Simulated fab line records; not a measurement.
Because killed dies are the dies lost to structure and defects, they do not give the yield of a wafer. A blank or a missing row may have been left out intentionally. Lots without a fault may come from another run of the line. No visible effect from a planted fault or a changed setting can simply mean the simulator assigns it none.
2 desks, one fault || flow rit cmos || what lay behind the numbers comes last; until then each desk has only its own

## THE METROLOGY DESK
Lot by lot, what the gauges showed, no matter which tool ran the lot: averages of those sampled wafers that carry a number. If a lot's mean is further than 4 standard deviations from the usual mean, the lot is out of limits and carries the mark OUT (the distance appears in the brackets).
Columns: A = NSD_OVL at RIT_NSD_OVL_MEAS_06, usual -1.0 nm; B = NSD_TW at RIT_NSD_TW_MEAS_10, usual 3134; C = NLDD_RS at RIT_SDANNEAL_RS_MEAS_07, usual 151.6 ohm/sq
{"lot": "L551", "first seen here": "day 2 22:53", "A": -0.1, "B": 3094, "C": 152.0}
{"lot": "L553", "first seen here": "day 3 08:27", "A": -1.1, "B": 3166, "C": 151.1}
{"lot": "L554", "first seen here": "day 3 15:22", "A": -0.9, "B": 3183, "C": 151.7}
{"lot": "L556", "first seen here": "day 4 06:28", "A": -0.2, "B": 3177, "C": 151.0}
{"lot": "L558", "first seen here": "day 4 14:37", "A": 0.1, "B": 3071, "C": 151.5}
{"lot": "L563", "first seen here": "day 5 14:16", "A": 0.2, "B": 3170, "C": "157.9 (+14) OUT"}
{"lot": "L564", "first seen here": "day 5 17:40", "A": 2.0, "B": 3106, "C": 151.4}
{"lot": "L566", "first seen here": "day 6 02:57", "A": -2.8, "B": 3113, "C": 152.5}
{"lot": "L568", "first seen here": "day 6 13:59", "A": -0.6, "B": 3171, "C": 151.9}
{"lot": "L569", "first seen here": "day 6 18:17", "A": -1.1, "B": 3107, "C": 152.0}
{"lot": "L570", "first seen here": "day 6 23:53", "A": -3.1, "B": 3098, "C": 151.7}
{"lot": "L572", "first seen here": "day 7 09:08", "A": -1.9, "B": 3160, "C": 152.3}
{"lot": "L573", "first seen here": "day 7 14:48", "A": 0.5, "B": 3161, "C": 150.9}
This desk's finding: out of limits on L563; first on L563, day 5 17:17 (NLDD_RS at RIT_SDANNEAL_RS_MEAS_07). L551, L553, L554, L556, L558, L564, L566, L568, L569, L570, L572, L573: within limits.

## AT THE TOOL OWNER'S DESK: implanter-01
RIT_NLDD_IMPLANT_08, tool's own readings: per-lot mean of the sampled wafers with a number, covering each lot this tool ran. If a lot's mean is further than 4 standard deviations from the usual mean, the lot is out of limits and carries the mark OUT (the distance appears in the brackets).
Columns: A = faraday current uA at RIT_NLDD_IMPLANT_08, usual 1578
{"lot": "L558", "first seen here": "day 4 09:10", "A": 1547}
{"lot": "L563", "first seen here": "day 5 07:10", "A": 1604}
Finding of this desk: none of the 2 lots has anything out of limits.

## ALL TOGETHER
L563 would have let the metrology desk raise an alarm at day 5 17:17.
The tool owner's desk saw nothing out of limits.
On record at the tool owner's desk: L563, within its limits.
Of the lots named, all ran RIT_NLDD_IMPLANT_08 on implanter-01.

## WHAT THE SIMULATOR HAD INSERTED
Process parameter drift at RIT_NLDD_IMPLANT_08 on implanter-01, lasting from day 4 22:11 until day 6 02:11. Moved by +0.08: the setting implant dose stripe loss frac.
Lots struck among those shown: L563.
Delay in hours, fault start to first out-of-limits reading, per desk: metrology desk 19.
